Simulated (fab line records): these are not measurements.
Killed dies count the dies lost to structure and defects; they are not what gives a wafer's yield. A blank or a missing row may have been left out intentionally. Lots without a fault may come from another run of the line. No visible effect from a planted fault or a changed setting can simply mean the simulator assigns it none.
A sampling plan put to the test | flow rit cmos | each of the 9 faults these records tell of, on one fab line, judged from the records of the lots it struck
What counts as the plan is the set of the line's own looks, namely the steps on the route at which a gauge or an inspection reads a wafer and does not change it. A look is open to judgement when struck wafers have a number at it and the file gives its usual mean and standard deviation on fault-free wafers. Caught: a look later than the fault's first step finds the struck wafers' mean 4 or more of those standard deviations (sigma) from the usual mean. On the tool: the identical test, applied to the tool's own readings at the steps of the fault. Another recipe on the struck wafers, or a record that is blank for them alone, also counts as caught.

== THE FAULTS, as the simulator had put them in ==
1. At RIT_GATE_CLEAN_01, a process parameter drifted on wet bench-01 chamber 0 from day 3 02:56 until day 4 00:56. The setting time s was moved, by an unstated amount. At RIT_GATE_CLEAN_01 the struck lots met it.
2. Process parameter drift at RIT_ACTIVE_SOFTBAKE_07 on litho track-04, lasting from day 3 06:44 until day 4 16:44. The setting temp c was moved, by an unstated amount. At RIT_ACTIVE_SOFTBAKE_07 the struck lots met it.
3. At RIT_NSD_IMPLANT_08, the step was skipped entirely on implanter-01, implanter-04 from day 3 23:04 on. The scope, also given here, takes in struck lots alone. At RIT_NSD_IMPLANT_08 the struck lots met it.
4. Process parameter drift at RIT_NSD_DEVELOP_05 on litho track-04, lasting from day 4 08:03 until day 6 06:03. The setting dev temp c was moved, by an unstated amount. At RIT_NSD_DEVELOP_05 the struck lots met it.
5. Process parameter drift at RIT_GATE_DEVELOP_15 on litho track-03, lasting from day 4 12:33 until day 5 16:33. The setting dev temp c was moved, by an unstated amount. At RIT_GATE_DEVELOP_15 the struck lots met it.
6. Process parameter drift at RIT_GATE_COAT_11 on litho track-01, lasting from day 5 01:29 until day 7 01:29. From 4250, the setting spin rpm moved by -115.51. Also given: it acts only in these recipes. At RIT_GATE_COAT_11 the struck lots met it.
7. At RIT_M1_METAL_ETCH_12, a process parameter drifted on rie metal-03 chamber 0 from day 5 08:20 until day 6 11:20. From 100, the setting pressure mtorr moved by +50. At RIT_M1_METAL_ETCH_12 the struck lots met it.
8. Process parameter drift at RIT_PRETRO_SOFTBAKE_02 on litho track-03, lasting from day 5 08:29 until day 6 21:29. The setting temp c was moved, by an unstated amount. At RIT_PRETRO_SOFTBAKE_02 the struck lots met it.
9. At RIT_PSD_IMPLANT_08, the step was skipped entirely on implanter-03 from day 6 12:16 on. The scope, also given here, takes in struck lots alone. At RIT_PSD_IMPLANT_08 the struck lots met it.

== WHAT THE PLAN SAW ==
fault | on the tool itself                               | first look that catches it                      | reading, sigma       | median hours from its first step to that look | hours from the fault's start to the first struck lot there | judged looks passed uncaught
1     | run length s +27 sigma                           | none of the 2 looks that can be judged after it | -                    | -                                             | -                                                          | 2
2     | heater power total W +12 sigma                   | no look after it can be judged                  | -                    | -                                             | -                                                          | 0
3     | the tool's record is blank for the struck wafers | RIT_NSD_TW_MEAS_10                              | NSD_TW -96           | 0.3                                           | 4                                                          | 0
4     | developer temp C -7.7 sigma                      | no look after it can be judged                  | -                    | -                                             | -                                                          | 0
5     | developer temp C +7.7 sigma                      | none of the 2 looks that can be judged after it | -                    | -                                             | -                                                          | 2
6     | spin speed rpm -35 sigma                         | no look after it can be judged                  | -                    | -                                             | -                                                          | 0
7     | chamber pressure mTorr +99 or beyond sigma       | no look after it can be judged                  | -                    | -                                             | -                                                          | 0
8     | heater power total W +99 or beyond sigma         | no look after it can be judged                  | -                    | -                                             | -                                                          | 0
9     | the tool's record is blank for the struck wafers | RIT_PSD_TW_MEAS_10                              | PSD_TW -99 or beyond | 0.3                                           | 2                                                          | 0
A dash: the fault isn't caught, or these records don't give the number.

Caught at a look: 2 of 9. Caught on the tool: 9 of 9. By one or the other: 9 of 9.
Faults caught by the tool alone: 1, 2, 4, 5, 6, 7, 8.

== THINNER SAMPLING ==
If the look that catches a fault measured only every second or every third lot, by lot number, the first struck lot would be measured this late in the worst case:
fault | struck lots at that look, in order of time | every lot | every second lot | every third lot
3     | L567, L568                                 | 4 h       | 9 h              | may miss all 2
9     | L640, L641                                 | 2 h       | 7 h              | may miss all 2
Hours: fault start to first struck lot measured. Since the struck wafers were tested as one group against 4 sigma, a single lot by itself may lie under the limit. Other struck lots may not be in these records.

== THE LONGEST TIMED WAY FROM STEP TO LOOK ==
In fault 9, a median of 0.3 hours elapses between RIT_PSD_IMPLANT_08 and RIT_PSD_TW_MEAS_10. No look between them can be judged.
